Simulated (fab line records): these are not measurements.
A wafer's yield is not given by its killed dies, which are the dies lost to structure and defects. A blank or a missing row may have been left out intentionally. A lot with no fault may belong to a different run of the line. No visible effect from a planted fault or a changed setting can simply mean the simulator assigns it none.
What tool caused it? / flow rit-cmos / 13 lots, 39 wafers sampled, at 2 steps of a route of 202

WHAT THE GAUGES READ, wafer by wafer
RIT_PRETRO_TW_MEAS_10.
lot=L750; measured=day 2 08:28; on=film-metro-04; PRETRO_TW=475.3 477.0 477.5
lot=L751; measured=day 2 11:55; on=film-metro-04; PRETRO_TW=477.6 478.4 477.5
lot=L752; measured=day 2 17:49; on=film-metro-01; PRETRO_TW=475.4 476.0 475.7
lot=L753; measured=day 2 23:10; on=film-metro-03; PRETRO_TW=471.8 470.0 471.6
lot=L754; measured=day 3 05:22; on=film-metro-01; PRETRO_TW=475.3 474.9 474.4
lot=L755; measured=day 3 10:17; on=film-metro-01; PRETRO_TW=472.2 476.1 473.3
lot=L756; measured=day 3 12:52; on=film-metro-03; PRETRO_TW=29.7 29.6 29.7
lot=L757; measured=day 3 19:17; on=film-metro-03; PRETRO_TW=29.7 29.7 29.7
lot=L758; measured=day 4 05:30; on=film-metro-04; PRETRO_TW=30.1 30.1 30.1
lot=L765; measured=day 5 12:44; on=film-metro-03; PRETRO_TW=473.6 475.4 475.2
lot=L770; measured=day 6 11:19; on=film-metro-04; PRETRO_TW=477.1 474.7 474.5
lot=L772; measured=day 6 22:09; on=film-metro-03; PRETRO_TW=470.0 469.9 472.0
lot=L773; measured=day 7 03:19; on=film-metro-03; PRETRO_TW=472.3 472.6 471.4

WHAT TOOL EACH LOT RAN ON (gives the tool, then ch and the chambers of the sampled wafers, and finally the start)
lot=L750; RIT_NRETRO_STRIP_09=plasma-asher-04 ch 0,1, day 2 06:37
lot=L751; RIT_NRETRO_STRIP_09=plasma-asher-02 ch 0,1, day 2 10:11
lot=L752; RIT_NRETRO_STRIP_09=plasma-asher-02 ch 0,1, day 2 15:55
lot=L753; RIT_NRETRO_STRIP_09=plasma-asher-03 ch 0,1, day 2 21:26
lot=L754; RIT_NRETRO_STRIP_09=plasma-asher-04 ch 0,1, day 3 03:39
lot=L755; RIT_NRETRO_STRIP_09=plasma-asher-03 ch 0,1, day 3 08:32
lot=L756; RIT_NRETRO_STRIP_09=plasma-asher-02 ch 0,1, day 3 11:11
lot=L757; RIT_NRETRO_STRIP_09=plasma-asher-04 ch 0,1, day 3 17:26
lot=L758; RIT_NRETRO_STRIP_09=plasma-asher-04 ch 0,1, day 4 03:39
lot=L765; RIT_NRETRO_STRIP_09=plasma-asher-02 ch 0, day 5 10:57
lot=L770; RIT_NRETRO_STRIP_09=plasma-asher-04 ch 0,1, day 6 09:29
lot=L772; RIT_NRETRO_STRIP_09=plasma-asher-03 ch 0,1, day 6 20:25
lot=L773; RIT_NRETRO_STRIP_09=plasma-asher-03 ch 0,1, day 7 01:35
- RIT_NRETRO_STRIP_09: strips in O2, time 180 s.

WHAT THE TOOLS THEMSELVES READ (means of the sampled wafers that have a number; where no wafer has one, the mark that the record gives instead)
RIT_NRETRO_STRIP_09.
lot=L750; tool=plasma-asher-04; chamber-pressure-mTorr (mTorr)=3996; drypump-motor-current-A (A)=5.4
lot=L751; tool=plasma-asher-02; chamber-pressure-mTorr (mTorr)=3999; drypump-motor-current-A (A)=6.4
lot=L752; tool=plasma-asher-02; chamber-pressure-mTorr (mTorr)=4000; drypump-motor-current-A (A)=6.2
lot=L753; tool=plasma-asher-03; chamber-pressure-mTorr (mTorr)=4003; drypump-motor-current-A (A)=5.2
lot=L754; tool=plasma-asher-04; chamber-pressure-mTorr (mTorr)=3999; drypump-motor-current-A (A)=5.7
lot=L755; tool=plasma-asher-03; chamber-pressure-mTorr (mTorr)=4002; drypump-motor-current-A (A)=5.4
lot=L756; tool=plasma-asher-02; chamber-pressure-mTorr (mTorr)=-; drypump-motor-current-A (A)=-
lot=L757; tool=plasma-asher-04; chamber-pressure-mTorr (mTorr)=-; drypump-motor-current-A (A)=-
lot=L758; tool=plasma-asher-04; chamber-pressure-mTorr (mTorr)=-; drypump-motor-current-A (A)=-
lot=L765; tool=plasma-asher-02; chamber-pressure-mTorr (mTorr)=3998; drypump-motor-current-A (A)=6.0
lot=L770; tool=plasma-asher-04; chamber-pressure-mTorr (mTorr)=4002; drypump-motor-current-A (A)=5.4
lot=L772; tool=plasma-asher-03; chamber-pressure-mTorr (mTorr)=3998; drypump-motor-current-A (A)=5.4
lot=L773; tool=plasma-asher-03; chamber-pressure-mTorr (mTorr)=3997; drypump-motor-current-A (A)=5.2

THE ANSWER, worked out from the rows above alone
Rule: the usual values come from the lots themselves. Put in order of their means at a reading, lots are off if they are a third of the lots or fewer, leave a main group of 4 or more, and stand apart from it by a gap of 3 or more times the standard deviation of the main group's means; of several such gaps the widest counts. Not used: any main group whose means are identical at the precision the tables above print for the reading. Also off: a lot with no number at a reading for which 4 or more lots have one. Any other lot the step has rows for is counted as sound. After the gauges, taken in route order, come the tools' own readings; for these a lot's mean is taken, as printed above. At the first step where some lot is off, the reading lying furthest off is the one used; lots without a number count as furthest.
Off: L756, L757, L758, seen at RIT_PRETRO_TW_MEAS_10 (PRETRO_TW). The main group has a mean of 474.3 with a standard deviation of 2.2.
If a tool, at a process step before that reading, ran all the lots that are off and no sound lot after the first of them, it fits. The gauges at RIT_PRETRO_TW_MEAS_10 aren't tried: what is off there is off at RIT_NRETRO_STRIP_09 too, on other tools, and a gauge's error can't cause that. Not one of the candidates tried fits.

WHAT THE SIMULATOR HAD INSERTED
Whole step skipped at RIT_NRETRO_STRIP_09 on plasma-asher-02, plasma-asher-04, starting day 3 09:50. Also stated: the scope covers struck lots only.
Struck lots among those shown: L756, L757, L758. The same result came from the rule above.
